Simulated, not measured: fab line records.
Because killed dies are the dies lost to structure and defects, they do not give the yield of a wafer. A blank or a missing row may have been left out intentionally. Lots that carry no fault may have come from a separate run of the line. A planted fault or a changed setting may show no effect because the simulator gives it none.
Which of the tools did it? + flow rit-cmos + 14 lots with 42 wafers sampled at 3 steps, on a route of 202 steps

WHAT THE GAUGES SHOWED, per wafer
RIT_NWELL_OVL_MEAS_06.
| lot  | measured    | on         | NWELL_OVL (nm) |
|------|-------------|------------|----------------|
| L655 | day 2 00:32 | overlay-02 | 2.0 2.1 -0.3   |
| L656 | day 2 04:38 | overlay-01 | -1.2 -1.7 -0.7 |
| L657 | day 2 08:18 | overlay-01 | -0.1 -0.9 1.2  |
| L659 | day 2 23:53 | overlay-02 | 0.4 -2.1 -2.5  |
| L660 | day 3 04:14 | overlay-02 | -0.3 -1.1 -0.6 |
| L661 | day 3 04:28 | overlay-02 | 1.9 2.7 1.8    |
| L662 | day 3 09:35 | overlay-01 | -1.9 -2.8 -3.0 |
| L665 | day 4 00:10 | overlay-02 | -0.7 -2.9 -1.3 |
| L666 | day 4 05:19 | overlay-01 | 0.5 1.3 0.7    |
| L669 | day 4 19:40 | overlay-02 | -1.2 0.6 -0.6  |
| L671 | day 5 07:31 | overlay-02 | -2.2 -3.6 -3.3 |
| L672 | day 5 10:50 | overlay-01 | -0.3 2.0 0.4   |
| L673 | day 5 15:04 | overlay-01 | -2.8 -1.9 -1.1 |
| L678 | day 6 20:25 | overlay-01 | -3.2 -1.7 -1.7 |

EACH LOT AND THE TOOL THAT RAN IT (in order: tool; ch and the chambers of the sampled wafers; start)
| lot  | RIT_ACTIVE_STRIP_14                 | RIT_NWELL_SOFTBAKE_02            |
|------|-------------------------------------|----------------------------------|
| L655 | plasma-asher-01 ch 0,1, day 1 14:52 | litho-track-01 ch 0, day 1 23:50 |
| L656 | plasma-asher-04 ch 1, day 1 20:56   | litho-track-04 ch 0, day 2 03:53 |
| L657 | plasma-asher-04 ch 0,1, day 2 03:01 | litho-track-03 ch 0, day 2 07:46 |
| L659 | plasma-asher-01 ch 0,1, day 2 13:17 | litho-track-04 ch 0, day 2 23:22 |
| L660 | plasma-asher-02 ch 0,1, day 2 22:11 | litho-track-04 ch 0, day 3 03:41 |
| L661 | plasma-asher-01 ch 0,1, day 2 22:26 | litho-track-01 ch 0, day 3 03:42 |
| L662 | plasma-asher-04 ch 0,1, day 3 02:19 | litho-track-03 ch 0, day 3 09:01 |
| L665 | plasma-asher-02 ch 0,1, day 3 18:01 | litho-track-03 ch 0, day 3 23:31 |
| L666 | plasma-asher-02 ch 0,1, day 3 22:19 | litho-track-01 ch 0, day 4 04:37 |
| L669 | plasma-asher-01 ch 0,1, day 4 13:25 | litho-track-03 ch 0, day 4 19:07 |
| L671 | plasma-asher-01 ch 0,1, day 5 02:05 | litho-track-03 ch 0, day 5 06:56 |
| L672 | plasma-asher-04 ch 0,1, day 5 05:32 | litho-track-03 ch 0, day 5 10:16 |
| L673 | plasma-asher-01 ch 0,1, day 5 08:58 | litho-track-03 ch 0, day 5 14:29 |
| L678 | plasma-asher-04 ch 0,1, day 6 12:08 | litho-track-04 ch 0, day 6 19:44 |
- RIT_ACTIVE_STRIP_14: strips in O2, time 180 s.
- RIT_NWELL_SOFTBAKE_02: time 60 s.

WHAT THE TOOLS THEMSELVES READ (means of the sampled wafers that have a number; where no wafer has one, the mark that the record gives instead)
RIT_ACTIVE_STRIP_14.
| lot  | tool            | drypump-motor-current-A (A) | rf-refl-power-W (W) |
|------|-----------------|-----------------------------|---------------------|
| L655 | plasma-asher-01 | 5.7                         | 8.0                 |
| L656 | plasma-asher-04 | 5.2                         | 6.5                 |
| L657 | plasma-asher-04 | 5.4                         | 7.3                 |
| L659 | plasma-asher-01 | 5.7                         | 7.7                 |
| L660 | plasma-asher-02 | 6.1                         | 5.8                 |
| L661 | plasma-asher-01 | 5.7                         | 7.5                 |
| L662 | plasma-asher-04 | 5.4                         | 6.8                 |
| L665 | plasma-asher-02 | 6.2                         | 5.8                 |
| L666 | plasma-asher-02 | 6.1                         | 5.6                 |
| L669 | plasma-asher-01 | 5.6                         | 7.8                 |
| L671 | plasma-asher-01 | 5.6                         | 7.9                 |
| L672 | plasma-asher-04 | 5.5                         | 7.8                 |
| L673 | plasma-asher-01 | 5.6                         | 7.8                 |
| L678 | plasma-asher-04 | 5.5                         | 7.9                 |

RIT_NWELL_SOFTBAKE_02.
| lot  | tool           | heater-power-total-W (W) | plate-temp-C (C) | resist-line-temp-C (C) |
|------|----------------|--------------------------|------------------|------------------------|
| L655 | litho-track-01 | 34.61                    | 89.99            | 23.02                  |
| L656 | litho-track-04 | 34.58                    | 89.81            | 23.03                  |
| L657 | litho-track-03 | 34.55                    | 90.00            | 22.89                  |
| L659 | litho-track-04 | 34.55                    | 90.02            | 22.97                  |
| L660 | litho-track-04 | 34.60                    | 90.09            | 22.89                  |
| L661 | litho-track-01 | 34.48                    | 89.97            | 23.01                  |
| L662 | litho-track-03 | 34.53                    | 89.94            | 22.95                  |
| L665 | litho-track-03 | 34.55                    | 90.09            | 22.97                  |
| L666 | litho-track-01 | 34.59                    | 89.94            | 22.94                  |
| L669 | litho-track-03 | 34.53                    | 90.00            | 23.02                  |
| L671 | litho-track-03 | 34.57                    | 89.89            | 23.04                  |
| L672 | litho-track-03 | 34.90                    | 90.64            | 23.10                  |
| L673 | litho-track-03 | 34.87                    | 90.59            | 23.15                  |
| L678 | litho-track-04 | 34.62                    | 89.96            | 23.08                  |

THE ANSWER, worked out from the rows above alone
Rule: what is usual is taken from the lots themselves. The widest of any qualifying gaps counts: lots, ordered by their means at a reading, are off when they make up no more than a third of the lots, leave a main group of 4 or more, and stand apart from it by 3 or more times the standard deviation of that group's means. A main group whose means are all the same, to the digits that the tables above print for the reading, isn't used. Also off: a lot with no number at a reading for which 4 or more lots have one. The other lots that the step has rows for count as sound. Order of review: gauges by route order, followed by the tools' own readings, for which a lot's mean as printed above is used. The first step at which some lot is off is used, and at that step the reading that is off furthest; a lot without a number counts as furthest.
Off, at RIT_NWELL_SOFTBAKE_02 on plate-temp-C: L672, L673. The main group has a mean of 89.97 C with a standard deviation of 0.075.
If a tool, at that step or one of the process steps before it, ran each lot that is off and ran no sound lot following the first of them, it fits. One fits: RIT_NWELL_SOFTBAKE_02 on litho-track-03. A fault onset in the window from L671 (day 5 06:56, its last sound lot) to L672 (day 5 10:16, its first lot off) fits.
The tool's own readings at RIT_NWELL_SOFTBAKE_02 bear it out: on the lots that are off they differ by more than 5 times the standard deviation of the sound lots' means. heater-power-total-W reads 34.88 W there against 34.56 W on the sound lots; plate-temp-C reads 90.62 C there against 89.97 C on the sound lots.

WHAT HAD BEEN PUT IN BY THE SIMULATOR
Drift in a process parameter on litho-track-03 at RIT_NWELL_SOFTBAKE_02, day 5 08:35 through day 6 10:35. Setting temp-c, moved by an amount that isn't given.
Shown lots that were struck: L672, L673. Same finding as the rule above.
